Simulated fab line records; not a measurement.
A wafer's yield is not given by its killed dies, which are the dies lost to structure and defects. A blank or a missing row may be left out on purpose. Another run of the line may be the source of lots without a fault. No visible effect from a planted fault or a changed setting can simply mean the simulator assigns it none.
Which tool did it? ; flow berkeley cmos170 ; route of 331 steps, sampled at 1 step: 7 lots, 21 wafers

== WHAT THE GAUGES READ, wafer by wafer ==
UCB170_NWELL_THK_MEAS_02.
lot;measured;on;NWELL_OXIDE_THK (nm)
L506;day 3 01:35;film metro-02;26.3 26.7 26.5
L509;day 3 20:08;film metro-01;26.0 26.0 26.3
L514;day 4 21:41;film metro-02;26.3 26.3 26.5
L515;day 5 01:45;film metro-04;25.8 25.7 26.0
L519;day 5 18:54;film metro-01;26.6 26.9 27.0
L522;day 6 09:39;film metro-04;26.6 26.3 26.8
L524;day 7 00:54;film metro-01;26.5 26.3 26.5

== TOOL THAT RAN EACH LOT (tool first, then ch and the chambers of the sampled wafers, then the start) ==
The record shows no process step preceding these readings.

== THE ANSWER, worked out from the rows above alone ==
Rule: the usual values come from the lots themselves. Put in order of their means at a reading, lots are off if they are a third of the lots or fewer, leave a main group of 4 or more, and stand apart from it by a gap of 3 or more times the standard deviation of the main group's means; of several such gaps the widest counts. A main group whose means are all the same, to the digits that the tables above print for the reading, isn't used. Also off: a lot with no number at a reading for which 4 or more lots have one. All remaining lots with rows at the step are treated as sound.
No lot is off at any reading shown: from this, nothing can be told.

== WHAT HAD BEEN PUT IN BY THE SIMULATOR ==
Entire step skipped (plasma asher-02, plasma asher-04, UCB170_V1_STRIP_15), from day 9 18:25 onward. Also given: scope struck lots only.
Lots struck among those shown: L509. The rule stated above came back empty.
